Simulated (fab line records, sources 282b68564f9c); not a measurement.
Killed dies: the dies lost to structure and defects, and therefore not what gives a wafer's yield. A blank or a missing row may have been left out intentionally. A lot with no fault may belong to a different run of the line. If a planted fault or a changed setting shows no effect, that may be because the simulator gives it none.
Which tool was responsible?	flow rit cmos	21 wafers from 7 lots sampled at 2 of the route's 202 steps

## WHAT THE GAUGES READ, wafer by wafer
RIT_GATE_THK_MEAS_07.
lot	measured	on	GATE_OXIDE_THK (nm)
L136	day 2 18:04	film metro-02	2.98 2.94 2.95
L138	day 3 01:39	film metro-01	3.12 3.08 3.16
L140	day 3 12:28	film metro-02	3.15 3.12 3.12
L144	day 4 11:35	film metro-04	2.45 2.43 2.46
L150	day 5 14:49	film metro-02	3.11 3.13 3.09
L152	day 6 05:12	film metro-01	3.00 2.96 2.98
L158	day 7 07:09	film metro-04	3.12 3.10 3.09

## WHAT TOOL EACH LOT RAN ON (gives the tool, then ch and the chambers of the sampled wafers, and finally the start)
lot	RIT_GATE_OXIDATION_05
L136	furnace-04 ch 0, day 2 15:23
L138	furnace-03 ch 0, day 3 00:19
L140	furnace-03 ch 0, day 3 10:55
L144	furnace-03 ch 0, day 4 08:56
L150	furnace-04 ch 0, day 5 13:16
L152	furnace-04 ch 0, day 6 01:56
L158	furnace-01 ch 0, day 7 04:31
- RIT_GATE_OXIDATION_05: target thk 3 nm, ox time 274.8 s.

## THE ANSWER, worked out from the rows above alone
Rule: the usual values come from the lots themselves. The widest of any qualifying gaps counts: lots, ordered by their means at a reading, are off when they make up no more than a third of the lots, leave a main group of 4 or more, and stand apart from it by 3 or more times the standard deviation of that group's means. A main group is skipped when, at the precision printed for the reading in the tables above, its means are all equal. Also off: a lot with no number at a reading for which 4 or more lots have one. Any other lot the step has rows for is counted as sound.
Off: at RIT_GATE_THK_MEAS_07 (GATE_OXIDE_THK), L144. For the main group the mean is 3.07 nm and the standard deviation 0.07.
If a tool, at a process step before that reading, ran all the lots that are off and no sound lot after the first of them, it fits. Gauges at RIT_GATE_THK_MEAS_07: tried the same way as those tools. One fits: RIT_GATE_OXIDATION_05 on furnace-03. A fault onset in the window from L140 (day 3 10:55, its last sound lot) to L144 (day 4 08:56, its first lot off) fits.

## WHAT WAS PUT IN BY THE SIMULATOR
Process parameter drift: furnace-03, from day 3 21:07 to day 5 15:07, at RIT_GATE_OXIDATION_05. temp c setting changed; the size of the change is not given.
Shown lots that were struck: L144. The same result came from the rule above.
